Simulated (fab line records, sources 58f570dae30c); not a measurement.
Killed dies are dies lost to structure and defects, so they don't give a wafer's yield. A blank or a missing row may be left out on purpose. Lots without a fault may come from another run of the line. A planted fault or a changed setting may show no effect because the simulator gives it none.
A struck lot beside a sound one | flow berkeley_cmos170 | 16 steps out of a route of 331
Sound: wafers L600.1, L600.2, L600.4. Struck: wafers L616.2, L616.6. (L616.1 of the same lot was not struck and is left out.) The cause comes at the end.
At each step with rows: each side's tool, then ch and its chambers, then its first start. Under that, the readings that differ: sound wafers | struck wafers | difference of the means | sigmas: that difference in standard deviations of wafers without a fault.
alike: readings whose means differ by less than 2 such deviations, and words and numbers that are the same on both sides. not compared: withheld readings, readings that some wafer has no value for, bounds like >300 that may hide the same value, and numbers for which the record gives no deviation and whose values overlap.
The two part at a step that has a row with sigmas, a row that says differs or no value, or rows on one side only. Numbers that don't overlap but have no deviation are shown without sigmas and don't part them. A reading that every wafer of one side lacks parts them only if that side has two wafers or more.

first, 1 step without rows for these wafers: UCB170_M2_SOFTBAKE_06 (time 60 s).
UCB170_M2_STRIP_07: strips in O2.
  sound on plasma_asher-01 ch 0,1, day 9 00:52; struck on plasma_asher-03 ch 0,1, day 12 11:58
  alike: drypump_motor_current_A, oes_product_au, strip_time_to_endpoint_s
  not compared: rf_hours_counter_h
then, 7 steps without rows for these wafers: UCB170_M2_STRIP_08 (strips KrF in DMSO, time 600 s); UCB170_M2_COAT_09; UCB170_M2_COAT_10 (resist thk 900 nm); UCB170_M2_SOFTBAKE_11 (time 60 s); UCB170_M2_EXPOSE_12 (exposes mask METAL2, target cd 700 nm); UCB170_M2_PEB_13; UCB170_M2_DEVELOP_14 (develop time 45 s).
UCB170_M2_CD_MEAS_15: target cd 700 nm.
  sound on cd_sem-02, day 9 04:20; struck on cd_sem-01, day 12 13:05
  alike: cd_nm
UCB170_M2_OVL_MEAS_16:
  sound on overlay-02, day 9 04:28; struck on overlay-01, day 12 13:13
  reading     | sound | struck | difference | sigmas
  M2_OVL (nm) | 0 2 2 | -11 -8 | -11        | -2
UCB170_M2_ETCH_17: etches BARC in N2/H2.
  sound on rie_diel-02 ch 1,3, day 9 04:30; struck on rie_diel-02 ch 0,2, day 12 13:14
  alike: drypump_motor_current_A, n2_flow_sccm, oes_product_au, throttle_valve_pct
UCB170_M2_METAL_ETCH_18: etches Al in Cl2/BCl3, stops on SiO2, target depth 1170 nm, time 195 s.
  sound on rie_metal-01 ch 0,1, day 9 04:32; struck on rie_metal-02 ch 0, day 12 13:17
  reading                             | sound             | struck          | difference | sigmas
  drypump_motor_current_A (A)         | 5.0 6.0 5.0       | 6.7 6.7         | +1.4       | +2
  oes_product_au (a.u.)               | 0.841 0.856 0.839 | 0.799 0.797     | -0.047     | -4
  over_etch_frac                      | 0.3 0.3 0.3       | 0.42661 0.42661 | +0.12661   |
  model.KrF_of_M2_COAT_10.thk_nm (nm) | 200.5 199.5 202.9 | 132.1 128.9     | -70.5      |
  model.SiO2_of_V1_CVD_00.thk_nm (nm) | 936.6 935.8 937.5 | 930.2 929.7     | -6.7       |
  alike: throttle_valve_pct
  not compared: rf_hours_counter_h
UCB170_M2_STRIP_19: strips in O2.
  sound on plasma_asher-04 ch 0,1, day 9 04:44; struck on plasma_asher-04 ch 0, day 12 13:28
  reading               | sound             | struck      | difference | sigmas
  oes_product_au (a.u.) | 0.531 0.529 0.533 | 0.466 0.461 | -0.068     | -6
  alike: drypump_motor_current_A
  not compared: rf_hours_counter_h
UCB170_M2_CD_MEAS_90: target cd 700 nm.
  sound on cd_sem-02, day 9 04:50; struck on cd_sem-01, day 12 13:34
  reading    | sound       | struck  | difference | sigmas
  cd_nm (nm) | 701 699 702 | 690 689 | -11        | -3
then, 1 step without rows for these wafers: UCB170_M3_PROBE_99.

WHERE THEY PART
First at UCB170_M2_OVL_MEAS_16; last, within this record, at UCB170_M2_CD_MEAS_90.

WHY: what the simulator had put in
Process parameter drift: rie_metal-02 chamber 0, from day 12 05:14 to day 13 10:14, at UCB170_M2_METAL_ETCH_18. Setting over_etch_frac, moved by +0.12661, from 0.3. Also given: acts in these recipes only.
